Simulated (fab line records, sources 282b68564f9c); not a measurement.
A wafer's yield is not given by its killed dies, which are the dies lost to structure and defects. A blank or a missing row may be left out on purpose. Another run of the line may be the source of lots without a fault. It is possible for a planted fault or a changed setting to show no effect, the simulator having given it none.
What tool caused it? + flow ritCmos + 42 wafers from 14 lots sampled at 2 of the route's 202 steps

## WHAT THE GAUGES READ, wafer by wafer
RIT_PRETRO_TW_MEAS_10. Usual: PRETRO_TW 473.4, standard deviation 3.
| lot  | measured    | on           | PRETRO_TW         | flag |
|------|-------------|--------------|-------------------|------|
| L291 | day 2 08:56 | filmMetro-01 | 471.9 471.4 472.0 |      |
| L292 | day 2 12:28 | filmMetro-01 | 472.5 474.3 471.9 |      |
| L293 | day 2 18:16 | filmMetro-02 | 478.6 480.1 477.6 |      |
| L294 | day 2 23:40 | filmMetro-04 | 480.1 478.5 477.0 |      |
| L298 | day 3 19:12 | filmMetro-01 | 470.3 470.5 470.3 |      |
| L299 | day 3 23:20 | filmMetro-01 | 471.1 470.6 469.8 |      |
| L301 | day 4 09:51 | filmMetro-04 | 476.4 474.6 474.8 |      |
| L302 | day 4 14:28 | filmMetro-01 | 391.0 391.7 393.2 | OFF  |
| L304 | day 5 00:52 | filmMetro-01 | 392.2 393.6 393.6 | OFF  |
| L308 | day 5 20:35 | filmMetro-02 | 470.6 471.5 470.1 |      |
| L311 | day 6 11:58 | filmMetro-01 | 471.3 471.5 470.3 |      |
| L312 | day 6 17:02 | filmMetro-02 | 477.2 475.6 475.1 |      |
| L313 | day 6 22:00 | filmMetro-04 | 478.2 478.6 474.2 |      |
| L314 | day 7 03:07 | filmMetro-01 | 472.2 473.1 470.1 |      |

## TOOL THAT RAN EACH LOT (tool first, then ch and the chambers of the sampled wafers, then the start)
| lot  | RIT_PRETRO_IMPLANT_08          |
|------|--------------------------------|
| L291 | implanter-01 ch 0, day 2 08:37 |
| L292 | implanter-03 ch 0, day 2 12:10 |
| L293 | implanter-01 ch 0, day 2 17:58 |
| L294 | implanter-01 ch 0, day 2 23:22 |
| L298 | implanter-02 ch 0, day 3 18:55 |
| L299 | implanter-03 ch 0, day 3 23:02 |
| L301 | implanter-02 ch 0, day 4 09:32 |
| L302 | implanter-02 ch 0, day 4 14:08 |
| L304 | implanter-02 ch 0, day 5 00:34 |
| L308 | implanter-03 ch 0, day 5 20:16 |
| L311 | implanter-01 ch 0, day 6 11:39 |
| L312 | implanter-01 ch 0, day 6 16:42 |
| L313 | implanter-03 ch 0, day 6 21:40 |
| L314 | implanter-01 ch 0, day 7 02:47 |
- RIT_PRETRO_IMPLANT_08

## AS READ BY THE TOOLS THEMSELVES (means over the sampled wafers that have a number; for cases with no such wafer, the mark the record gives instead)
RIT_PRETRO_IMPLANT_08. Usual: doseIonsCm2 1.2e+13, standard deviation 1.3e+10; faradayCurrentUA 38.1, standard deviation 0.69.
| lot  | tool         | doseIonsCm2 | faradayCurrentUA | flag |
|------|--------------|-------------|------------------|------|
| L291 | implanter-01 | 1.2e+13     | 38.8             |      |
| L292 | implanter-03 | 1.2e+13     | 38.3             |      |
| L293 | implanter-01 | 1.2e+13     | 38.1             |      |
| L294 | implanter-01 | 1.2e+13     | 38.9             |      |
| L298 | implanter-02 | 1.2e+13     | 38.3             |      |
| L299 | implanter-03 | 1.2e+13     | 38.8             |      |
| L301 | implanter-02 | 1.2e+13     | 37.8             |      |
| L302 | implanter-02 | 6.6e+12     | 21.2             | OFF  |
| L304 | implanter-02 | 6.6e+12     | 20.6             | OFF  |
| L308 | implanter-03 | 1.2e+13     | 37.7             |      |
| L311 | implanter-01 | 1.2e+13     | 37.7             |      |
| L312 | implanter-01 | 1.2e+13     | 37.9             |      |
| L313 | implanter-03 | 1.2e+13     | 37.9             |      |
| L314 | implanter-01 | 1.2e+13     | 38.0             |      |

## THE ANSWER, worked out from the rows above alone
Rule: lot off if the mean of its wafers having a number is beyond 3 standard deviations from the usual mean. Also off: a lot with no number at a reading for which 4 or more lots have one. Any other lot the step has rows for is counted as sound. Order of review: gauges by route order, followed by the tools' own readings, for which a lot's mean as printed above is used. The first step at which some lot is off is used, and at that step the reading that is off furthest; a lot without a number counts as furthest.
Off: L302, L304, at RIT_PRETRO_TW_MEAS_10 (PRETRO_TW).
If a tool, at a process step before that reading, ran all the lots that are off and no sound lot after the first of them, it fits. Not tried: the gauges at RIT_PRETRO_TW_MEAS_10; whatever is off there is also off at RIT_PRETRO_IMPLANT_08, on other tools, and gauge error can't account for it. One candidate fits, namely implanter-02 at RIT_PRETRO_IMPLANT_08. Its last sound lot is L301 (day 4 09:32), its first lot that is off L302 (day 4 14:08): a fault that began between those two fits.
The tool's own readings at RIT_PRETRO_IMPLANT_08 bear it out: on the lots that are off they differ by more than 5 times the standard deviation of the sound lots' means. doseIonsCm2 reads 6.6e+12 there against 1.2e+13 on the sound lots; faradayCurrentUA reads 20.9 there against 38.2 on the sound lots.

## WHAT THE SIMULATOR PUT IN
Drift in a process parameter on implanter-02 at RIT_PRETRO_IMPLANT_08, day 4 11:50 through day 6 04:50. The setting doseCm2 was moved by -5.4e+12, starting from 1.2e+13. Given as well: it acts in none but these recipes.
Shown lots that were struck: L302, L304. Same finding as the rule above.
